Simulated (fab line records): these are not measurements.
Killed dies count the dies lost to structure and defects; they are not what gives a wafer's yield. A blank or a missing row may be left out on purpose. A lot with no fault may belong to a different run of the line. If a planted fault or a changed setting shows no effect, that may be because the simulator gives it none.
Which tool did it?    flow berkeley-cmos170    36 wafers from 12 lots sampled at 5 of the route's 331 steps

WHAT THE GAUGES SHOWED, per wafer
UCB170_NWELL_THK_MEAS_02.
lot   measured     on             NWELL_OXIDE_THK (nm)
L689  day 4 01:53  film-metro-02  26.3 26.1 27.1
L691  day 4 07:04  film-metro-04  26.1 26.8 26.4
L692  day 4 11:35  film-metro-04  26.2 26.5 26.0
L693  day 4 19:27  film-metro-04  26.7 26.5 26.7
L694  day 5 03:52  film-metro-02  26.9 27.1 27.3
L695  day 5 08:04  film-metro-04  26.5 26.9 26.5
L697  day 5 17:45  film-metro-01  25.5 25.6 25.1
L699  day 6 02:09  film-metro-01  25.8 26.7 26.0
L700  day 6 08:26  film-metro-04  26.3 26.5 26.4
L701  day 6 14:27  film-metro-04  25.5 25.6 25.4
L702  day 6 14:27  film-metro-01  25.9 25.7 25.6
L703  day 7 00:26  film-metro-04  25.4 25.9 25.9

UCB170_FIELD_THK_MEAS_02.
lot   measured      on             FIELD_OXIDE_THK (nm)
L689  day 6 21:52   film-metro-02  560 564 553
L691  day 6 21:55   film-metro-02  555 564 555
L692  day 7 12:32   film-metro-03  578 569 573
L693  day 7 22:19   film-metro-04  535 535 544
L694  day 8 05:33   film-metro-03  549 555 562
L695  day 8 13:34   film-metro-03  573 568 569
L697  day 8 13:35   film-metro-02  550 561 560
L699  day 8 21:50   film-metro-03  561 550 562
L700  day 9 11:40   film-metro-03  545 538 551
L701  day 9 11:37   film-metro-02  558 542 552
L702  day 9 11:37   film-metro-03  555 560 562
L703  day 10 00:17  film-metro-03  552 567 557

UCB170_SILICIDE_RS_MEAS_02: a four-point-probe measurement.
lot   measured      on             SILICIDE_TI_RS (ohm/sq)
L689  day 9 14:23   film-metro-04  17.1 16.8 17.0
L691  day 9 14:50   film-metro-02  16.7 16.9 16.7
L692  day 9 19:48   film-metro-02  26.2 26.7 27.0
L693  day 10 15:43  film-metro-02  26.1 25.9 25.7
L694  day 10 20:38  film-metro-03  26.5 26.2 27.1
L695  day 11 02:52  film-metro-02  27.1 26.5 26.4
L697  day 11 02:40  film-metro-02  26.1 26.3 26.0
L699  day 11 14:12  film-metro-02  26.4 25.4 25.6
L700  day 12 13:37  film-metro-02  26.8 26.4 26.2
L701  day 12 13:38  film-metro-03  26.7 25.9 26.9
L702  day 12 13:47  film-metro-04  25.6 25.8 25.6
L703  day 12 16:50  film-metro-02  25.9 26.3 26.4

UCB170_SILICIDE_THK_MEAS_03: measures by xrf.
lot   measured      on             SILICIDE_TI_THK (nm)
L689  day 9 14:30   film-metro-04  43.2 43.4 43.4
L691  day 9 14:57   film-metro-02  43.8 43.4 43.8
L692  day 9 19:55   film-metro-02  29.7 29.3 28.9
L693  day 10 15:49  film-metro-02  30.1 30.3 30.3
L694  day 10 20:46  film-metro-03  29.5 29.7 28.8
L695  day 11 02:59  film-metro-02  29.0 29.5 29.6
L697  day 11 02:47  film-metro-02  30.0 30.0 30.1
L699  day 11 14:19  film-metro-02  29.7 30.7 30.6
L700  day 12 13:44  film-metro-02  29.4 29.6 29.9
L701  day 12 13:44  film-metro-03  29.3 30.1 29.2
L702  day 12 13:54  film-metro-04  30.3 30.1 30.3
L703  day 12 16:57  film-metro-02  30.1 29.7 29.4

TOOL THAT RAN EACH LOT (tool first, then ch and the chambers of the sampled wafers, then the start)
lot   UCB170_SILICIDE_SPUTTER_01
L689  pvd-sputter-01, day 9 14:15
L691  pvd-sputter-01, day 9 14:48
L692  pvd-sputter-02, day 9 19:46
L693  pvd-sputter-04, day 10 15:40
L694  pvd-sputter-02, day 10 20:37
L695  pvd-sputter-02, day 11 02:50
L697  pvd-sputter-04, day 11 02:37
L699  pvd-sputter-02, day 11 14:10
L700  pvd-sputter-04, day 12 13:35
L701  pvd-sputter-02, day 12 13:35
L702  pvd-sputter-01, day 12 13:44
L703  pvd-sputter-04, day 12 16:48
- UCB170_SILICIDE_SPUTTER_01: material Ti, target thk 30 nm, time 25 s.

AS READ BY THE TOOLS THEMSELVES (means over the sampled wafers that have a number; for cases with no such wafer, the mark the record gives instead)
UCB170_SILICIDE_SPUTTER_01.
lot   tool            throttle-valve-pct (%)
L689  pvd-sputter-01  28.2
L691  pvd-sputter-01  28.5
L692  pvd-sputter-02  28.6
L693  pvd-sputter-04  30.7
L694  pvd-sputter-02  29.0
L695  pvd-sputter-02  30.3
L697  pvd-sputter-04  31.6
L699  pvd-sputter-02  28.0
L700  pvd-sputter-04  31.5
L701  pvd-sputter-02  28.3
L702  pvd-sputter-01  30.6
L703  pvd-sputter-04  30.6

THE ANSWER, worked out from the rows above alone
Rule: the lots themselves supply what counts as usual. The widest of any qualifying gaps counts: lots, ordered by their means at a reading, are off when they make up no more than a third of the lots, leave a main group of 4 or more, and stand apart from it by 3 or more times the standard deviation of that group's means. Not used: any main group whose means are identical at the precision the tables above print for the reading. A lot without any number at a reading at which 4 lots or more have one is off too. Where the step has rows for the other lots, those lots are counted as sound. Order of review: gauges by route order, followed by the tools' own readings, for which a lot's mean as printed above is used. At the first step where some lot is off, the reading lying furthest off is the one used; lots without a number count as furthest.
Off: L689, L691, at UCB170_SILICIDE_RS_MEAS_02 (SILICIDE_TI_RS). For the main group the mean is 26.3 ohm/sq and the standard deviation 0.35.
If a tool, at a process step before that reading, ran all the lots that are off and no sound lot after the first of them, it fits. The gauges at UCB170_SILICIDE_RS_MEAS_02 are tried like those tools. No candidate that was tried fits.

WHAT HAD BEEN PUT IN BY THE SIMULATOR
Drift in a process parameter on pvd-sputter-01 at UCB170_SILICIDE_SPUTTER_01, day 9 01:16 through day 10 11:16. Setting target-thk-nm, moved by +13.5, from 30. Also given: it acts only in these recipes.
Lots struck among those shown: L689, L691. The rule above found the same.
